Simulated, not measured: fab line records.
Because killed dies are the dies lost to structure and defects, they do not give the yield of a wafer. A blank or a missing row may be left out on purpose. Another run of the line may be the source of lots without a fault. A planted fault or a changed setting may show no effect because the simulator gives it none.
A struck lot beside a sound one -- flow ritCmos -- 43 steps out of a route of 202
Sound: these wafers, L337.2, L337.3, L337.6. Wafers L346.1, L346.2, L346.4 were the ones struck. At the end, the cause is stated.
At each step with rows: each side's tool, then ch and its chambers, then its first start. Under that, the readings that differ: sound wafers -- struck wafers -- difference of the means -- sigmas: that difference in standard deviations of wafers without a fault.
alike: words and numbers the same on both sides, and readings whose means are apart by under 2 such deviations; not compared: readings that were withheld, readings missing a value for some wafer, numbers with overlapping values and no deviation given by the record, and bounds like >300 which may hide the same value.
The two part at a step that has a row with sigmas, a row that says differs or no value, or rows on one side only. When numbers do not overlap yet have no deviation, they are printed without sigmas and do not part them. A reading missing from all wafers of one side parts the sides only when that side holds two or more wafers.

first, 1 step without rows for these wafers: RIT_ACTIVE_DEVELOP_10 (develop time 50 s).
RIT_ACTIVE_CD_MEAS_11 targets a cd of 1400 nm.
  sound on cdSem-01, day 3 08:29; struck on cdSem-01, day 5 06:37
  alike: cdNm
then, 1 step without rows for these wafers: RIT_ACTIVE_HARDBAKE_12 (time 60 s).
RIT_ACTIVE_ETCH_13: etches Si3N4 in SF6, stops on SiO2, time 210 s, target depth 210 nm.
  sound on rieDiel-04 ch 1,2,3, day 3 08:44; struck on rieDiel-04 ch 0,1,2, day 5 06:59
  alike: drypumpMotorCurrentA, oesProductAu, throttleValvePct
  not compared: rfHoursCounterH
RIT_ACTIVE_STRIP_14: strips in O2, time 180 s.
  sound on plasmaAsher-02 ch 0, day 3 08:52; struck on plasmaAsher-01 ch 0,1, day 5 07:08
reading,sound,struck,difference,sigmas
drypumpMotorCurrentA (A),5.12 5.12 5.11,6.09 5.57 6.04,+0.78,+3
  not compared: rfHoursCounterH
RIT_ACTIVE_CD_MEAS_90 targets a cd of 1400 nm.
  sound on cdSem-02, day 3 09:04; struck on cdSem-02, day 5 07:18
  alike: cdNm
then, 4 steps without rows for these wafers: RIT_ACTIVE_CLEAN_15 (cleans in SC1, time 600 s); RIT_ACTIVE_CLEAN_16 (cleans in dHF, time 30 s); RIT_ACTIVE_CLEAN_17 (cleans in SC2, time 600 s); RIT_FOX1_OXIDATION_00 (target thk 350.7 nm, ox time 1130 s).
RIT_FOX1_THK_MEAS_01:
  sound on filmMetro-03, day 3 12:29; struck on filmMetro-03, day 5 09:11
reading,sound,struck,difference,sigmas
FOX1_OXIDE_THK (nm),360 369 366,325 329 330,-37,-4
then, 1 step without rows for these wafers: RIT_FOX1_WET_ETCH_02 (etches SiO2 in BOE, target depth 350 nm, time 390 s).
RIT_FOX2_OXIDATION_00: target thk 350.7 nm, ox time 1130 s.
  sound on furnace-03 ch 0, day 3 17:58; struck on furnace-04 ch 0, day 5 10:23
  alike: oxTempCMax, tube_center_temp_C_max
RIT_FOX2_THK_MEAS_01:
  sound on filmMetro-01, day 3 19:18; struck on filmMetro-01, day 5 11:41
  alike: FOX2_OXIDE_THK
then, 2 steps without rows for these wafers: RIT_FOX2_CLEAN_02 (cleans in dHF, time 180 s); RIT_FOX2_WET_ETCH_03 (etches Si3N4 in H3PO4, target depth 195 nm, time 2700 s).
RIT_FOX2_THK_MEAS_90:
  sound on filmMetro-04, day 3 20:14; struck on filmMetro-01, day 5 12:38
  alike: FIELD_OXIDE_LEFT_1_THK
then, 6 steps without rows for these wafers: RIT_NWELL_HMDS_00 (prime time 62.45 s); RIT_NWELL_COAT_01 (resist thk 1300 nm); RIT_NWELL_SOFTBAKE_02 (time 60 s); RIT_NWELL_EXPOSE_03 (exposes mask M2, target cd 43900 nm); RIT_NWELL_PEB_04; RIT_NWELL_DEVELOP_05 (develop time 68 s).
RIT_NWELL_OVL_MEAS_06:
  sound on overlay-02, day 3 21:18; struck on overlay-02, day 5 13:57
  alike: NWELL_OVL
then, 2 steps without rows for these wafers: RIT_NWELL_HARDBAKE_07 (time 120 s); RIT_NWELL_IMPLANT_08.
RIT_NWELL_STRIP_09: strips in O2, time 180 s.
  sound on plasmaAsher-03 ch 0,1, day 3 21:44; struck on plasmaAsher-02 ch 0,1, day 5 14:23
  alike: drypumpMotorCurrentA
  not compared: rfHoursCounterH
RIT_NWELL_TW_MEAS_10:
  sound on filmMetro-01, day 3 21:55; struck on filmMetro-01, day 5 14:34
  alike: NWELL_TW
then, 6 steps without rows for these wafers: RIT_PWELL_HMDS_00 (prime time 60 s); RIT_PWELL_COAT_01 (resist thk 1300 nm); RIT_PWELL_SOFTBAKE_02 (time 60 s); RIT_PWELL_EXPOSE_03 (exposes mask M3, target cd 43700 nm); RIT_PWELL_PEB_04; RIT_PWELL_DEVELOP_05 (develop time 68 s).
RIT_PWELL_OVL_MEAS_06:
  sound on overlay-02, day 3 22:59; struck on overlay-01, day 5 15:38
  alike: PWELL_OVL
then, 2 steps without rows for these wafers: RIT_PWELL_HARDBAKE_07 (time 120 s); RIT_PWELL_IMPLANT_08.
RIT_PWELL_STRIP_09: strips in O2, time 180 s.
  sound on plasmaAsher-04 ch 0,1, day 3 23:25; struck on plasmaAsher-01 ch 0,1, day 5 16:04
  alike: drypumpMotorCurrentA
  not compared: rfHoursCounterH
RIT_PWELL_TW_MEAS_10:
  sound on filmMetro-04, day 3 23:35; struck on filmMetro-01, day 5 16:14
  alike: PWELL_TW
then, 1 step without rows for these wafers: RIT_WELLDRIVE_ANNEAL_00 (time 14700 s).
RIT_WELLDRIVE_RS_MEAS_01: measurement is done with a four-point probe.
  sound on filmMetro-02, day 4 04:45; struck on filmMetro-01, day 5 21:41
  alike: NWELL_RS
RIT_WELLDRIVE_RS_MEAS_02: measurement is done with a four-point probe.
  sound on filmMetro-02, day 4 04:52; struck on filmMetro-01, day 5 21:49
reading,sound,struck,difference,sigmas
PWELL_RS (ohm/sq),436.5 436.5 434.9,439.2 438.2 439.1,+2.9,+2
RIT_M1_PROBE_99:
  sound on prober-02, day 5 12:46; struck on prober-01, day 7 15:02
reading,sound,struck,difference,sigmas
model.etest.pmos_0p15.gateLog10ACm2,-6.39 -6.554 -6.423,-3.172 -3.038 -3.058,+3.366,
model.etest.nmos_0p15.gateLog10ACm2,-5.445 -5.593 -5.483,-2.419 -2.395 -2.401,+3.102,
model.etest.gateToDiffusionComb.leakLog10AUm,-12.32 -12.39 -12.39,-9.494 -9.309 -9.42,+2.959,
model.etest.diodeNwellSub.leakLog10ACm2,-7.543 -7.726 -7.386,-5.684 -5.787 -5.748,+1.812,
model.etest.nmos_0p15.gateBvV (V),4.801 4.814 4.807,3.53 3.503 3.527,-1.29,
model.etest.pmos_0p15.gateBvV (V),4.674 4.665 4.673,3.435 3.408 3.387,-1.261,
model.etest.pmos_0p15.bvV (V),5.663 5.662 5.671,4.59 4.565 4.542,-1.10,
model.etest.pmos_0p3.bvV (V),5.662 5.661 5.669,4.59 4.565 4.542,-1.10,
  alike: killedAtContacts, killedAtFrontEnd, killedDies, killedOpen, killedShort

## WHERE THEY PART
Last at RIT_WELLDRIVE_RS_MEAS_02 as far as this record goes, first at RIT_ACTIVE_STRIP_14. Later steps at which nothing parts them and some readings are alike: RIT_M1_PROBE_99.

WHY: the cause the simulator had injected
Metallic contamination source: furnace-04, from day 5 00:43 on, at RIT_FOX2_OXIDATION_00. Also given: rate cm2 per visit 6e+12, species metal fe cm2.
